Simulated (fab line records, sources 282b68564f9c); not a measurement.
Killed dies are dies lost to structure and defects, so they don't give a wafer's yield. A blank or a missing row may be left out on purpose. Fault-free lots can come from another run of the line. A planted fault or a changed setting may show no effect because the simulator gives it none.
The tool behind it: which one? :: flow rit-cmos :: Sampling: 14 lots, 42 wafers, 2 of 202 route steps

## WHAT EACH GAUGE READ, for each wafer
The record holds no reading of a measuring or inspecting step that can be judged against a usual standard deviation.

## WHICH TOOL RAN EACH LOT (tool, then ch and the chambers of the sampled wafers, then the start)
lot: L867
RIT_GATE_DEVELOP_15: litho-track-04 ch 0, day 2 20:00
RIT_M1_PROBE_99: -

lot: L868
RIT_GATE_DEVELOP_15: litho-track-03 ch 0, day 2 23:00
RIT_M1_PROBE_99: -

lot: L869
RIT_GATE_DEVELOP_15: litho-track-04 ch 0, day 3 11:00
RIT_M1_PROBE_99: -

lot: L870
RIT_GATE_DEVELOP_15: litho-track-02 ch 0, day 3 13:00
RIT_M1_PROBE_99: -

lot: L871
RIT_GATE_DEVELOP_15: litho-track-02 ch 0, day 3 17:00
RIT_M1_PROBE_99: -

lot: L873
RIT_GATE_DEVELOP_15: litho-track-03 ch 0, day 4 03:00
RIT_M1_PROBE_99: -

lot: L875
RIT_GATE_DEVELOP_15: litho-track-04 ch 0, day 4 16:00
RIT_M1_PROBE_99: -

lot: L876
RIT_GATE_DEVELOP_15: litho-track-02 ch 0, day 4 19:00
RIT_M1_PROBE_99: -

lot: L877
RIT_GATE_DEVELOP_15: litho-track-02 ch 0, day 4 20:00
RIT_M1_PROBE_99: -

lot: L885
RIT_GATE_DEVELOP_15: litho-track-04 ch 0, day 7 09:00
RIT_M1_PROBE_99: prober-01, day 8 07:14

lot: L887
RIT_GATE_DEVELOP_15: litho-track-02 ch 0, day 7 14:00
RIT_M1_PROBE_99: -

lot: L886
RIT_GATE_DEVELOP_15: litho-track-04 ch 0, day 7 14:00
RIT_M1_PROBE_99: prober-01, day 8 13:40

lot: L888
RIT_GATE_DEVELOP_15: litho-track-02 ch 0, day 7 20:00
RIT_M1_PROBE_99: -

lot: L889
RIT_GATE_DEVELOP_15: litho-track-02 ch 0, day 8 04:00
RIT_M1_PROBE_99: -
- RIT_GATE_DEVELOP_15: develop time 50 s.
- RIT_M1_PROBE_99

## AS READ BY THE TOOLS THEMSELVES (means over the sampled wafers that have a number; for cases with no such wafer, the mark the record gives instead)
RIT_M1_PROBE_99.
lot: L885
tool: prober-01
killed-at-contacts: 0.0
killed-at-front-end: 264.0
killed-dies: 264.0
killed-on-rim: 70.0
killed-open: 3.3
killed-short: 4.3

lot: L886
tool: prober-01
killed-at-contacts: 0.3
killed-at-front-end: 263.7
killed-dies: 264.0
killed-on-rim: 70.0
killed-open: 5.3
killed-short: 4.0

## THE ANSWER, worked out from the rows above alone
Rule: what is usual is taken from the lots themselves. Put in order of their means at a reading, lots are off if they are a third of the lots or fewer, leave a main group of 4 or more, and stand apart from it by a gap of 3 or more times the standard deviation of the main group's means; of several such gaps the widest counts. The tables above print the reading to a certain number of digits; a main group whose means all agree to those digits is not used. Also off: a lot with no number at a reading for which 4 or more lots have one. Where the step has rows for the other lots, those lots are counted as sound. The gauges are gone through in route order, then the tools' own readings, and for those a lot's mean is taken as printed above. The first step at which some lot is off is used, and at that step the reading that is off furthest; a lot without a number counts as furthest.
Across all readings shown, no lot is off: no conclusion can be drawn from this.

## WHAT THE SIMULATOR PUT IN
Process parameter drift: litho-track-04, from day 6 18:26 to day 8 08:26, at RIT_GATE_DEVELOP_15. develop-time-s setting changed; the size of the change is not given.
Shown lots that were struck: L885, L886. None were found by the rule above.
